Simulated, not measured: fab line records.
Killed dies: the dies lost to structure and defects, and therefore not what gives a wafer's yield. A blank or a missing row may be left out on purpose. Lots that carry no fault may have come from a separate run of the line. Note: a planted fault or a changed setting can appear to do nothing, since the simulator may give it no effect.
The tool behind it: which one? -- flow rit_cmos -- 39 wafers from 13 lots sampled at 6 of the route's 202 steps

== WHAT EACH GAUGE READ, for each wafer ==
RIT_NWELL_TW_MEAS_10. Usual: NWELL_TW gives 2129 (standard deviation 20).
lot,measured,on,NWELL_TW,flag
L787,day 2 07:40,film_metro-02,2106 2094 2096,
L789,day 2 16:53,film_metro-03,2140 2144 2160,
L791,day 3 04:23,film_metro-02,2106 2119 2122,
L792,day 3 08:10,film_metro-03,2141 2157 2145,
L793,day 3 12:53,film_metro-02,2115 2126 2121,
L794,day 3 18:01,film_metro-01,2139 2141 2142,
L795,day 3 22:47,film_metro-01,2130 2143 2146,
L797,day 4 09:39,film_metro-03,2147 2146 2151,
L803,day 5 16:05,film_metro-02,2118 2115 2099,
L805,day 6 02:20,film_metro-03,2140 2158 2140,
L806,day 6 06:47,film_metro-02,2113 2113 2101,
L807,day 6 11:55,film_metro-02,2116 2095 2111,
L808,day 6 15:53,film_metro-01,2117 2122 2119,

RIT_PRETRO_OVL_MEAS_06. Usual: PRETRO_OVL gives 0.1 nm (standard deviation 1.3).
lot,measured,on,PRETRO_OVL (nm),flag
L787,day 2 17:26,overlay-01,-0.8 0.8 -0.6,
L789,day 3 02:55,overlay-01,0.2 -0.7 -0.6,
L791,day 3 14:10,overlay-02,1.0 3.6 3.5,
L792,day 3 17:54,overlay-01,-0.2 0.5 -0.7,
L793,day 3 22:40,overlay-02,0.7 -3.1 -1.1,
L794,day 4 03:31,overlay-02,-0.1 -0.9 0.0,
L795,day 4 08:42,overlay-02,-1.1 1.4 0.4,
L797,day 4 19:29,overlay-01,-0.1 -0.4 0.2,
L803,day 6 01:34,overlay-02,-0.6 -0.3 -1.8,
L805,day 6 12:26,overlay-02,0.6 0.1 1.5,
L806,day 6 16:19,overlay-01,1.0 1.7 2.5,
L807,day 6 21:32,overlay-01,0.4 -0.4 -0.5,
L808,day 7 01:36,overlay-01,-0.4 0.3 0.8,

RIT_PLDD_OVL_MEAS_06. Usual: PLDD_OVL gives -0.2 nm (standard deviation 1.3).
lot,measured,on,PLDD_OVL (nm),flag
L787,day 3 05:05,overlay-02,-2.2 -0.7 -1.6,
L789,day 3 15:23,overlay-02,-0.6 -1.6 -0.4,
L791,day 4 01:27,overlay-02,1.1 1.6 0.7,
L792,day 4 05:30,overlay-01,-1.8 0.3 -1.4,
L793,day 4 10:13,overlay-01,1.2 0.5 2.8,
L794,day 4 16:20,overlay-02,-1.9 0.5 -0.1,
L795,day 4 20:47,overlay-01,1.3 1.3 1.9,
L797,day 5 08:01,overlay-02,- - -,OFF
L803,day 6 14:13,overlay-02,0.3 -0.5 -2.7,
L805,day 6 23:45,overlay-02,0.7 1.9 2.5,
L806,day 7 03:26,overlay-02,0.9 0.0 0.4,
L807,day 7 09:20,overlay-02,-3.0 -2.9 -2.7,
L808,day 7 13:07,overlay-01,-0.4 -0.9 -0.3,

RIT_PLDD_TW_MEAS_10. Usual: PLDD_TW gives 2325 (standard deviation 20).
lot,measured,on,PLDD_TW,flag
L787,day 3 05:36,film_metro-03,2353 2348 2354,
L789,day 3 15:54,film_metro-04,2333 2318 2324,
L791,day 4 01:58,film_metro-03,2344 2350 2327,
L792,day 4 06:01,film_metro-04,2339 2337 2344,
L793,day 4 10:43,film_metro-04,2333 2350 2333,
L794,day 4 16:52,film_metro-02,2303 2282 2298,
L795,day 4 21:17,film_metro-02,2317 2307 2302,
L797,day 5 08:32,film_metro-02,30 30 30,OFF
L803,day 6 14:43,film_metro-04,2328 2326 2333,
L805,day 7 00:16,film_metro-03,2333 2352 2340,
L806,day 7 03:57,film_metro-04,2333 2343 2335,
L807,day 7 09:50,film_metro-04,2345 2338 2348,
L808,day 7 13:38,film_metro-02,2313 2306 2304,

== WHICH TOOL RAN EACH LOT (tool, then ch and the chambers of the sampled wafers, then the start) ==
lot,RIT_NRETRO_STRIP_09,RIT_PLDD_EXPOSE_03
L787,"plasma_asher-01 ch 0,1, day 2 16:19","iline_stepper-01 ch 0, day 3 04:41"
L789,"plasma_asher-04 ch 0,1, day 3 01:40","iline_stepper-02 ch 0, day 3 15:00"
L791,"plasma_asher-04 ch 0, day 3 12:53","iline_stepper-02 ch 0, day 4 01:03"
L792,"plasma_asher-02 ch 0,1, day 3 16:40","iline_stepper-01 ch 0, day 4 05:06"
L793,"plasma_asher-02 ch 0,1, day 3 21:32","iline_stepper-02 ch 0, day 4 09:49"
L794,"plasma_asher-04 ch 0,1, day 4 02:26","iline_stepper-01 ch 0, day 4 15:58"
L795,"plasma_asher-02 ch 0,1, day 4 07:28","iline_stepper-01 ch 0, day 4 20:23"
L797,"plasma_asher-01 ch 0,1, day 4 18:25","iline_stepper-01 ch 0, day 5 07:38"
L803,"plasma_asher-02 ch 0,1, day 6 00:26","iline_stepper-02 ch 0, day 6 13:49"
L805,"plasma_asher-04 ch 0,1, day 6 11:02","iline_stepper-01 ch 0, day 6 23:23"
L806,"plasma_asher-02 ch 0,1, day 6 15:05","iline_stepper-01 ch 0, day 7 02:56"
L807,"plasma_asher-01 ch 0,1, day 6 20:17","iline_stepper-01 ch 0, day 7 08:56"
L808,"plasma_asher-02 ch 0,1, day 7 00:22","iline_stepper-01 ch 0, day 7 12:43"
- RIT_NRETRO_STRIP_09: strips in O2, time 180 s.
- RIT_PLDD_EXPOSE_03: exposes mask M8, target cd 40900 nm.

== AS READ BY THE TOOLS THEMSELVES (means over the sampled wafers that have a number; for cases with no such wafer, the mark the record gives instead) ==
RIT_NRETRO_STRIP_09. Usual: drypump_motor_current_A 5.7 A, standard deviation 0.41.
lot,tool,drypump_motor_current_A (A),flag
L787,plasma_asher-01,5.8,
L789,plasma_asher-04,5.4,
L791,plasma_asher-04,5.7,
L792,plasma_asher-02,5.9,
L793,plasma_asher-02,5.9,
L794,plasma_asher-04,5.2,
L795,plasma_asher-02,5.9,
L797,plasma_asher-01,6.1,
L803,plasma_asher-02,5.9,
L805,plasma_asher-04,5.2,
L806,plasma_asher-02,5.9,
L807,plasma_asher-01,5.9,
L808,plasma_asher-02,5.9,

== THE ANSWER, worked out from the rows above alone ==
Rule: a lot counts as off when the mean over its wafers that have a number is more than 3 standard deviations away from the usual mean. Also off: a lot with no number at a reading for which 4 or more lots have one. The other lots that the step has rows for count as sound. The gauges are gone through in route order, then the tools' own readings, and for those a lot's mean is taken as printed above. At the first step where some lot is off, the reading lying furthest off is the one used; lots without a number count as furthest.
Off: L797, at RIT_PLDD_OVL_MEAS_06 (PLDD_OVL). Without a number there: L797.
If a tool, at a process step before that reading, ran all the lots that are off and no sound lot after the first of them, it fits. The gauges at RIT_PLDD_OVL_MEAS_06 aren't tried: what is off there is off at RIT_PLDD_TW_MEAS_10 too, on other tools, and a gauge's error can't cause that. None of those tried fits.

== WHAT THE SIMULATOR PUT IN ==
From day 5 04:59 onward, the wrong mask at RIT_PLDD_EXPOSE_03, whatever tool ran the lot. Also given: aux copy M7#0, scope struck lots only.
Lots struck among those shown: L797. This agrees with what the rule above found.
